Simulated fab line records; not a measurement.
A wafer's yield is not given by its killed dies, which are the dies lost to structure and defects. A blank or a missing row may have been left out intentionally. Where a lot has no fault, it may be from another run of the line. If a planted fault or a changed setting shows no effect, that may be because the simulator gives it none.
Problem report in the 8D (eight disciplines) form, filled by code :: flow rit_cmos :: the parts of the form that need people (team, actions taken, sign-off) are left out

## 1. THE PROBLEM
NWELL_OVL at RIT_NWELL_OVL_MEAS_06 reads a mean of -149.5 nm on 12 wafers of 4 lots; wafers without a fault read -0.3 nm with a standard deviation of 1.4. That is -99 or more standard deviations from the usual mean.
The first sign was on wafer L357.1 at day 4 03:15, on overlay-01. The record holds 48 wafers of 16 lots with a number at this step. Rule for "out", or "out of limits": more than 4 standard deviations from the usual mean. Any other wafer with a number is counted as sound.

## 2. WHAT IT IS; WHAT IT IS NOT
question: which readings at this step
is: NWELL_OVL
is not: -

question: which lots
is: L357, L358, L363, L364
is not: L346, L347, L348, L349, L350, L351, L353, L354, L355, L356, L359, L367

question: which wafers of those lots
is: all that have a number
is not: -

question: read on which gauges
is: overlay-01
is not: overlay-02

question: when
is: from day 4 03:15
is not: up to then (30 sound wafers); but 6 sound wafers of L359, L367 came after

## 3. WHAT RULES OUT EACH SUSPECT
Counting: any tool at a process step up to the reading is kept as a suspect provided that every lot that is out went through it and no sound lot did after the first of them.
- the gauge at RIT_NWELL_OVL_MEAS_06: kept. All the wafers that are out were read on overlay-01, and no step on other tools shows them out.
- iline_stepper-02 at RIT_NWELL_EXPOSE_03 (exposes mask M2, target cd 43900 nm): kept. It processed each lot that is out, first L357 at day 4 02:49, and no sound lot thereafter; up to then, the last sound lot it processed was L356 at day 3 21:57.
Left after counting: iline_stepper-02 at RIT_NWELL_EXPOSE_03, overlay-01 at RIT_NWELL_OVL_MEAS_06.

## 4. THE CAUSE (what the simulator had put in)
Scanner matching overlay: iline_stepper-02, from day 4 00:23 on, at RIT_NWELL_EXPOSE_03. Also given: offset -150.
Of the 2 suspects that counting leaves, this tool is one.

## 5. THE EFFECT CHAIN, in route order
Rows list readings where the struck wafers' mean (over those with a number) sits beyond 3 standard deviations from the usual. Only readings whose record carries a usual standard deviation are examined. hours: median over the lots of the time between each lot's start at the first step of this table that gives one and its start at this step. sigmas: the change, counted in usual standard deviations.
hours: 0
step: RIT_NWELL_OVL_MEAS_06
reading: NWELL_OVL
usual: -0.3 nm
on struck wafers: -149.5
change: -149.2
sigmas: -99 or more

## 6. WHAT WOULD HAVE CAUGHT IT SOONER
Counted from the fault's start at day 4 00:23, it took 3 hours until the first out-of-limits reading at a measuring or inspecting step in this record, taken at day 4 03:15.
Lots out: 4; of these, L358, L363, L364 started RIT_NWELL_EXPOSE_03 on iline_stepper-02 after day 4 03:15. A hold on the tool at that time would have spared those 3.
